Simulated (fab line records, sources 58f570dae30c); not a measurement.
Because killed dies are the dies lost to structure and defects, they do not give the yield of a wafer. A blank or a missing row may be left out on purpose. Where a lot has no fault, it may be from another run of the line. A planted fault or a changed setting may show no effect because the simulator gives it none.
What tool caused it? | flow berkeley-cmos170 | 12 lots (36 wafers sampled), 1 step of a 331-step route

## WHAT EACH GAUGE READ, for each wafer
UCB170_NWELL_THK_MEAS_05.
lot  | measured    | on            | NWELL_NITRIDE_THK (nm)
L402 | day 2 09:29 | film-metro-04 | 222.3 222.5 222.8
L403 | day 2 17:51 | film-metro-01 | 226.4 227.1 226.2
L404 | day 2 17:51 | film-metro-02 | 227.2 224.8 225.7
L405 | day 3 03:58 | film-metro-01 | 225.4 225.0 226.7
L407 | day 3 18:44 | film-metro-01 | 229.3 228.5 227.7
L406 | day 3 18:45 | film-metro-02 | 224.7 225.0 224.6
L409 | day 4 07:40 | film-metro-01 | 222.0 222.1 220.4
L408 | day 4 07:41 | film-metro-04 | 224.1 224.2 223.5
L417 | day 5 11:09 | film-metro-01 | 221.9 223.5 224.6
L421 | day 6 05:54 | film-metro-01 | 225.7 222.8 222.1
L423 | day 7 00:31 | film-metro-01 | 221.4 220.4 219.9
L425 | day 7 07:21 | film-metro-04 | 229.4 230.3 230.1

## TOOL THAT RAN EACH LOT (tool first, then ch and the chambers of the sampled wafers, then the start)
Record: no process step prior to these readings.

## WHAT THE TOOLS THEMSELVES READ (means of the sampled wafers that have a number; where no wafer has one, the mark that the record gives instead)
The record holds no such reading with a usual standard deviation.

## THE ANSWER, worked out from the rows above alone
Rule: the lots themselves supply what counts as usual. Put in order of their means at a reading, lots are off if they are a third of the lots or fewer, leave a main group of 4 or more, and stand apart from it by a gap of 3 or more times the standard deviation of the main group's means; of several such gaps the widest counts. A main group whose means are all the same, to the digits that the tables above print for the reading, isn't used. A lot without any number at a reading at which 4 lots or more have one is off too. All remaining lots with rows at the step are treated as sound. After the gauges, taken in route order, come the tools' own readings; for these a lot's mean is taken, as printed above. At the first step where some lot is off, the reading lying furthest off is the one used; lots without a number count as furthest.
No lot is off at any reading shown: from this, nothing can be told.

## WHAT WAS PUT IN BY THE SIMULATOR
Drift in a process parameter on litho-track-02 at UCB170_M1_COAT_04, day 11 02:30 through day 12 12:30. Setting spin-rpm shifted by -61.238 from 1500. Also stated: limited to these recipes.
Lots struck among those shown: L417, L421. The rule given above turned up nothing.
